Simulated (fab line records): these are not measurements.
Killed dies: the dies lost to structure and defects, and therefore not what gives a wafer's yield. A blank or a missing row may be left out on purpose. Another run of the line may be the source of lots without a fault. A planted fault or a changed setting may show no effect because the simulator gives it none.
A lot that was struck, set against a sound lot ; flow rit_cmos ; 20 steps out of a route of 202
Sound: these wafers, L716.1, L716.5, L716.6. The struck wafers were L727.1, L727.5, L727.6. The cause is given at the end.
For every step that has rows: the tool of each side, followed by ch and its chambers, followed by its first start. Under that, the readings that differ: sound wafers ; struck wafers ; difference of the means ; sigmas: that difference in standard deviations of wafers without a fault.
alike: words and numbers the same on both sides, and readings whose means are apart by under 2 such deviations; not compared: readings that were withheld, readings missing a value for some wafer, numbers with overlapping values and no deviation given by the record, and bounds like >300 which may hide the same value.
Wherever a step has rows on one side only, a row that says differs or no value, or a row with sigmas, the two part there. Numbers that don't overlap but have no deviation are shown without sigmas and don't part them. Lack of a reading on every wafer of one side parts them only where that side has two or more wafers.

first, 2 steps without rows for these wafers: RIT_NWELL_HARDBAKE_07 (time 120 s); RIT_NWELL_IMPLANT_08.
RIT_NWELL_STRIP_09: strips in O2, time 180 s.
  sound on plasma_asher-03 ch 0,1, day 2 04:35; struck on plasma_asher-03 ch 0,1, day 4 08:42
  alike: drypump_motor_current_A
  not compared: rf_hours_counter_h
RIT_NWELL_TW_MEAS_10:
  sound on film_metro-04 at day 2 04:46; struck on film_metro-02 at day 4 08:52
  alike: NWELL_TW
then, 6 steps without rows for these wafers: RIT_PWELL_HMDS_00 (prime time 60 s); RIT_PWELL_COAT_01 (resist thk 1300 nm); RIT_PWELL_SOFTBAKE_02 (time 60 s); RIT_PWELL_EXPOSE_03 (exposes mask M3, target cd 43700 nm); RIT_PWELL_PEB_04; RIT_PWELL_DEVELOP_05 (develop time 68 s).
RIT_PWELL_OVL_MEAS_06:
  sound on overlay-01 at day 2 05:43; struck on overlay-01 at day 4 10:05
  alike: PWELL_OVL
then, 1 step without rows for these wafers: RIT_PWELL_HARDBAKE_07 (time 120 s).
RIT_PWELL_IMPLANT_08:
  sound on implanter-03 ch 0, day 2 06:00; struck on implanter-03 ch 0, day 4 10:22
reading;sound;struck;difference;sigmas
dose_ions_cm2;6.995e+13 6.995e+13 6.996e+13;1.0096e+14 1.0089e+14 1.0098e+14;+3.0990e+13;+99 or more
faraday_current_uA;219 223 226;328 328 318;+102;+23
RIT_PWELL_STRIP_09: strips in O2, time 180 s.
  sound on plasma_asher-03 ch 0,1, day 2 06:09; struck on plasma_asher-02 ch 0,1, day 4 10:31
  alike: drypump_motor_current_A
  not compared: rf_hours_counter_h
RIT_PWELL_TW_MEAS_10:
  sound on film_metro-03 at day 2 06:19; struck on film_metro-02 at day 4 10:42
reading;sound;struck;difference;sigmas
PWELL_TW;934 930 936;1059 1050 1059;+123;+18
then, 1 step without rows for these wafers: RIT_WELLDRIVE_ANNEAL_00 (time 14700 s).
RIT_WELLDRIVE_RS_MEAS_01: the measuring method here is four-point-probe.
  sound on film_metro-03 at day 2 13:12; struck on film_metro-04 at day 4 15:50
  alike: NWELL_RS
RIT_WELLDRIVE_RS_MEAS_02: the measuring method here is four-point-probe.
  sound on film_metro-03 at day 2 13:19; struck on film_metro-04 at day 4 15:58
reading;sound;struck;difference;sigmas
PWELL_RS (ohm/sq);431.8 430.0 429.4;341.9 341.9 341.5;-88.6;-74
then, 1 step without rows for these wafers: RIT_NRETRO_HMDS_00 (prime time 60 s).
RIT_M1_PROBE_99:
  sound on prober-01 at day 3 18:52; struck on prober-02 at day 5 20:42
reading;sound;struck;difference;sigmas
model.etest.nmos_0p3.r_on_ohm_um;2155 2149 2124;2475 2464 2520;+344;
model.etest.nmos_0p15.r_on_ohm_um;1149 1111 1125;1255 1282 1313;+155;
model.etest.pwell_pinched.rs_ohm_sq;461.7 453.8 457.8;360.8 360.8 362.1;-96.5;
model.etest.pwell.rs_ohm_sq;415.7 412.8 407.8;327.8 325.6 328.6;-84.8;
model.etest.nmos_turned.drive_ua_um;322.5 324.5 334.4;247.8 250.6 236.2;-82.3;
model.etest.nmos_0p15.drive_ua_um;451.3 464.5 473.4;391.5 391.4 376.8;-76.5;
model.etest.nmos_narrow.drive_ua_um;226.4 229.1 233.4;180.7 181.7 178;-49.5;
model.etest.nmos_0p3.drive_ua_um;223.2 226.9 230.2;180.2 180.6 177.4;-47.4;
  alike: killed_at_contacts, killed_at_front_end, killed_dies, killed_open, killed_short

## WHERE THEY PART
At RIT_PWELL_IMPLANT_08 first; at RIT_WELLDRIVE_RS_MEAS_02 last (within this record only). Later steps at which nothing parts them and some readings are alike: RIT_M1_PROBE_99.

WHY: what had been put in by the simulator
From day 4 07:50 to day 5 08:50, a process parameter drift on implanter-03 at RIT_PWELL_IMPLANT_08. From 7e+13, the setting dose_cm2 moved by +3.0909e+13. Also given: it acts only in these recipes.
